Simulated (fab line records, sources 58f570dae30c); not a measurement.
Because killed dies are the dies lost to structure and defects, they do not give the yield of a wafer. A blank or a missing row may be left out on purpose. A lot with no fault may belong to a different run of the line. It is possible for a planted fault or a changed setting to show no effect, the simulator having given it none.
8D (eight disciplines) problem report, filled in by code | flow berkeley-cmos170 | the parts of the form that need people (team, actions taken, sign-off) are left out

== 1. THE ISSUE ==
Wafers free of any fault read 2220 (standard deviation 14) for NLDD_TW at UCB170_NLDD_TW_MEAS_11, against a mean of 2120 on 9 wafers of 3 lots. Measured from the usual mean, that is -7.1 standard deviations.
First observed at day 10 00:35: wafer L522.1, on film-metro-04. The record has a number at this step for 45 wafers belonging to 15 lots. Rule for "out", or "out of limits": more than 4 standard deviations from the usual mean. The other wafers with a number count as sound.

== 2. WHAT IT IS; WHAT IT IS NOT ==
question                    | is                           | is not
which readings at this step | NLDD_TW                      | -
which lots                  | L522, L525, L528             | L511, L513, L514, L516, L518, L520, L524, L529, L530, L532, L533, L534
which wafers of those lots  | all that have a number       | -
read on which gauges        | film-metro-01, film-metro-04 | film-metro-03
when                        | from day 10 00:35            | up to then (21 sound wafers); but 15 sound wafers of L529, L530, L532, L533, L534 came after

== 3. THE SUSPECTS, EACH WITH WHAT RULES IT OUT ==
Counting: a tool at any process step up to the reading remains a suspect when it ran all the lots that are out and ran no sound lot after the first of those.
- the gauge at UCB170_NLDD_TW_MEAS_11 has been ruled out. Those wafers that are out were read across 2 gauges (film-metro-01, film-metro-04).
- implanter-02 at UCB170_NLDD_IMPLANT_08: kept. It ran every lot that is out, first L522 (day 10 00:11), and no sound lot after that; its last sound lot up to then is L518 (day 8 21:37). Its own readings are out on those wafers: tilt-deg.
The count leaves implanter-02 at UCB170_NLDD_IMPLANT_08.

== 4. THE CAUSE (what the simulator had put in) ==
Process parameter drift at UCB170_NLDD_IMPLANT_08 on implanter-02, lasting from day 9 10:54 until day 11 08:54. The setting tilt-deg was moved by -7, starting from 7. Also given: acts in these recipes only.
This tool alone remained once counting was done.

== 5. THE EFFECT CHAIN, in route order ==
Each row: a reading where the mean over the struck wafers with a number is more than 3 standard deviations away from the usual. Scope: only readings with a usual standard deviation given in the record; hours: median across lots of the time from each lot's start at the first step in this table that gives one to its start at this step; sigmas: change in usual standard deviations.
hours | step                       | reading  | usual         | on struck wafers | change | sigmas
0     | UCB170_NLDD_IMPLANT_08     | tilt-deg | 6.999 degrees | -0.005           | -7.004 | -99 or more
0     | UCB170_NLDD_TW_MEAS_11     | NLDD_TW  | 2220          | 2120             | -100   | -7.1
13    | UCB170_SDANNEAL_RS_MEAS_05 | NLDD_RS  | 615.8 ohm/sq  | 537.5            | -78.3  | -56
Here are the process steps it includes:
- UCB170_NLDD_IMPLANT_08
At these later measuring or inspecting steps, every struck wafer for which the step has a row has a number for every such reading, and none has moved that far: UCB170_PSD_OVL_MEAS_07.

== 6. HOW IT WOULD HAVE BEEN CAUGHT EARLIER ==
14 hours passed between the start of the fault at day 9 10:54 and the first reading out of limits at a measuring or inspecting step in this record, taken at day 10 00:35.
At UCB170_NLDD_IMPLANT_08, the tool's own readings (tilt-deg) were out on each struck wafer the step has a row for, so an alarm limit on them would have fired on the first such wafer.
Lots out: 3; of these, L525, L528 started UCB170_NLDD_IMPLANT_08 on implanter-02 after day 10 00:35. A hold on the tool at that time would have spared those 2.
